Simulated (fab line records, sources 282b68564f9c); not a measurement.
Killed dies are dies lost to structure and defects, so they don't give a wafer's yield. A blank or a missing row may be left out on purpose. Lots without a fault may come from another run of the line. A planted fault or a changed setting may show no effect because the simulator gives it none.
Which tool did it? | flow rit_cmos | 14 lots, 42 wafers sampled, at 2 steps of a route of 202

WHAT THE GAUGES READ, wafer by wafer
RIT_NRETRO_TW_MEAS_10. Usual: NRETRO_TW 1046, standard deviation 5.6.
lot  | measured    | on            | NRETRO_TW      | flag
L348 | day 2 08:09 | film_metro-04 | 1044 1040 1041 |
L349 | day 2 13:14 | film_metro-04 | 1041 1040 1043 |
L351 | day 2 23:26 | film_metro-04 | 1047 1040 1044 |
L353 | day 3 10:23 | film_metro-02 | 1049 1046 1046 |
L355 | day 3 19:29 | film_metro-02 | 1045 1052 1052 |
L356 | day 4 03:46 | film_metro-01 | 1057 1053 1053 |
L357 | day 4 08:44 | film_metro-04 | 1043 1048 1041 |
L359 | day 4 19:29 | film_metro-01 | 1053 1047 1042 |
L364 | day 6 04:05 | film_metro-02 | 1216 1218 1225 | OFF
L365 | day 6 04:19 | film_metro-01 | 1040 1045 1040 |
L369 | day 6 18:46 | film_metro-02 | 1057 1050 1056 |
L367 | day 6 18:50 | film_metro-04 | 1204 1207 1206 | OFF
L371 | day 7 04:40 | film_metro-01 | 1041 1038 1043 |
L370 | day 7 06:07 | film_metro-02 | 1053 1050 1052 |

WHICH TOOL RAN EACH LOT (tool, then ch and the chambers of the sampled wafers, then the start)
lot  | RIT_NRETRO_IMPLANT_08
L348 | implanter-03 ch 0, day 2 07:50
L349 | implanter-04 ch 0, day 2 12:55
L351 | implanter-01 ch 0, day 2 23:10
L353 | implanter-03 ch 0, day 3 10:05
L355 | implanter-01 ch 0, day 3 19:10
L356 | implanter-03 ch 0, day 4 03:26
L357 | implanter-04 ch 0, day 4 08:24
L359 | implanter-03 ch 0, day 4 19:09
L364 | implanter-03 ch 0, day 6 03:45
L365 | implanter-01 ch 0, day 6 03:59
L369 | implanter-01 ch 0, day 6 18:28
L367 | implanter-03 ch 0, day 6 18:34
L371 | implanter-04 ch 0, day 7 04:20
L370 | implanter-04 ch 0, day 7 05:50
- RIT_NRETRO_IMPLANT_08

WHAT THE TOOLS THEMSELVES READ (means of the sampled wafers that have a number; where no wafer has one, the mark that the record gives instead)
RIT_NRETRO_IMPLANT_08. Usual: dose_ions_cm2 9.997e+12, standard deviation 1.1e+10; faraday_current_uA 31.7, standard deviation 0.54.
lot  | tool         | dose_ions_cm2 | faraday_current_uA | flag
L348 | implanter-03 | 9.993e+12     | 31.5               |
L349 | implanter-04 | 9.981e+12     | 32.0               |
L351 | implanter-01 | 1.001e+13     | 30.8               |
L353 | implanter-03 | 1.000e+13     | 31.7               |
L355 | implanter-01 | 1.001e+13     | 31.3               |
L356 | implanter-03 | 9.992e+12     | 31.5               |
L357 | implanter-04 | 9.989e+12     | 31.8               |
L359 | implanter-03 | 9.991e+12     | 31.9               |
L364 | implanter-03 | 1.595e+13     | 50.7               | OFF
L365 | implanter-01 | 1.000e+13     | 32.0               |
L369 | implanter-01 | 1.000e+13     | 32.0               |
L367 | implanter-03 | 1.595e+13     | 51.0               | OFF
L371 | implanter-04 | 9.993e+12     | 31.9               |
L370 | implanter-04 | 1.001e+13     | 31.4               |

THE ANSWER, worked out from the rows above alone
Rule: a lot is off if the mean of its wafers that have a number lies more than 3 standard deviations from the usual mean. A lot without any number at a reading at which 4 lots or more have one is off too. The other lots that the step has rows for count as sound. The gauges are gone through in route order, then the tools' own readings, and for those a lot's mean is taken as printed above. The first step at which some lot is off is used, and at that step the reading that is off furthest; a lot without a number counts as furthest.
Off: L364, L367, at RIT_NRETRO_TW_MEAS_10 (NRETRO_TW).
A tool fits if, at a process step before that reading, it ran every lot that is off, and no sound lot after the first of them. The gauges at RIT_NRETRO_TW_MEAS_10 aren't tried: what is off there is off at RIT_NRETRO_IMPLANT_08 too, on other tools, and a gauge's error can't cause that. One fits: implanter-03 at RIT_NRETRO_IMPLANT_08. Its last sound lot is L359 (day 4 19:09), its first lot that is off L364 (day 6 03:45): a fault that began between those two fits.
The tool's own readings at RIT_NRETRO_IMPLANT_08 bear it out: on the lots that are off they differ by more than 5 times the standard deviation of the sound lots' means. dose_ions_cm2 reads 1.595e+13 there against 9.997e+12 on the sound lots; faraday_current_uA reads 50.9 there against 31.6 on the sound lots.

WHAT THE SIMULATOR HAD PUT IN
Process parameter drift: implanter-03, from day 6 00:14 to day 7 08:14, at RIT_NRETRO_IMPLANT_08. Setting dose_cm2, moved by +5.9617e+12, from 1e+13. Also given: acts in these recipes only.
Lots struck among those shown: L364, L367. The rule above found the same.
